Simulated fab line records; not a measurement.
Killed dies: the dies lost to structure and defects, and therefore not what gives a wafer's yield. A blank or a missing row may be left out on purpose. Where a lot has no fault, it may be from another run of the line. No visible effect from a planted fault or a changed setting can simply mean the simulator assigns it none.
A struck lot beside a sound one / flow berkeley-cmos170 / 15 steps out of a route of 331
Sound: these wafers, L497.4, L497.5, L497.6. Struck: wafers L491.1, L491.3, L491.6. The cause is named last.
For every step that has rows: the tool of each side, followed by ch and its chambers, followed by its first start. Under that, the readings that differ: sound wafers / struck wafers / difference of the means / sigmas: that difference in standard deviations of wafers without a fault.
alike: same words and numbers on both sides, and readings whose means sit less than 2 such deviations apart. not compared: any withheld reading, any reading some wafer has no value for, any bound like >300 that may hide the same value, and any number with overlapping values for which the record gives no deviation.
A row with sigmas, a row that says differs or no value, or rows on one side alone: a step with any of these is where the two part. Numbers that don't overlap but have no deviation are shown without sigmas and don't part them. A reading that every wafer of one side lacks parts them only if that side has two wafers or more.

first, 1 step without rows for these wafers: UCB170_M2_SOFTBAKE_06 (time 60 s).
UCB170_M2_STRIP_07: strips in O2.
  sound on plasma-asher-02 ch 0,1, day 10 21:26; struck on plasma-asher-03 ch 1, day 10 04:20
  alike: drypump-motor-current-A, oes-product-au, strip-time-to-endpoint-s
  not compared: rf-hours-counter-h
then, 7 steps without rows for these wafers: UCB170_M2_STRIP_08 (strips KrF in DMSO, time 600 s); UCB170_M2_COAT_09; UCB170_M2_COAT_10 (resist thk 900 nm); UCB170_M2_SOFTBAKE_11 (time 60 s); UCB170_M2_EXPOSE_12 (exposes mask METAL2, target cd 700 nm); UCB170_M2_PEB_13; UCB170_M2_DEVELOP_14 (develop time 45 s).
UCB170_M2_CD_MEAS_15: the cd target is 700 nm.
  sound on cd-sem-02 at day 10 23:32; struck on cd-sem-01 at day 10 05:52
  alike: cd-nm
UCB170_M2_OVL_MEAS_16:
  sound on overlay-01 at day 10 23:37; struck on overlay-01 at day 10 05:59
reading=M2_OVL (nm); sound=9 3 12; struck=1 -12 -2; difference=-12; sigmas=-3
UCB170_M2_ETCH_17: etches BARC in N2/H2.
  sound on rie-diel-04 ch 0,2,3, day 10 23:39; struck on rie-diel-01 ch 2,3, day 10 06:02
  alike: bias-w, chamber-pressure-mTorr, drypump-motor-current-A, oes-product-au, throttle-valve-pct
UCB170_M2_METAL_ETCH_18: etches Al in Cl2/BCl3, stops on SiO2, target depth 1170 nm, time 195 s.
  sound on rie-metal-03 ch 0,1, day 10 23:44; struck on rie-metal-02 ch 0,1, day 10 06:04
  no value came back on the struck wafers for any of 5 readings (bcl3-flow-sccm (sccm), bias-w (W) and others); on the sound wafers bcl3-flow-sccm (sccm) reads 45.10 45.07 44.86
reading=model.KrF_of_M2_COAT_10.thk-nm (nm); sound=226 222.4 204.5; struck=885.2 885.2 882.6; difference=+666.7; sigmas=
reading=model.SiO2_of_V1_CVD_00.thk-nm (nm); sound=941.6 940.8 938.7; struck=994.3 995.1 994.3; difference=+54.2; sigmas=
  not compared: rf-hours-counter-h
UCB170_M2_STRIP_19: strips in O2.
  sound on plasma-asher-01 ch 0,1, day 10 23:53; struck on plasma-asher-01 ch 0,1, day 10 06:15
reading=oes-product-au (a.u.); sound=0.559 0.556 0.535; struck=0.722 0.731 0.725; difference=+0.176; sigmas=+18
  alike: drypump-motor-current-A
  not compared: rf-hours-counter-h
UCB170_M2_CD_MEAS_90: the cd target is 700 nm.
  sound on cd-sem-02 at day 11 00:01; struck on cd-sem-02 at day 10 06:21
reading=cd-nm (nm); sound=697.1 698.6 696.1; struck=- - -; difference=no value on the struck wafers; sigmas=

== WHERE THEY PART ==
At UCB170_M2_OVL_MEAS_16 first; at UCB170_M2_CD_MEAS_90 last (within this record only).

WHY: the cause the simulator had injected
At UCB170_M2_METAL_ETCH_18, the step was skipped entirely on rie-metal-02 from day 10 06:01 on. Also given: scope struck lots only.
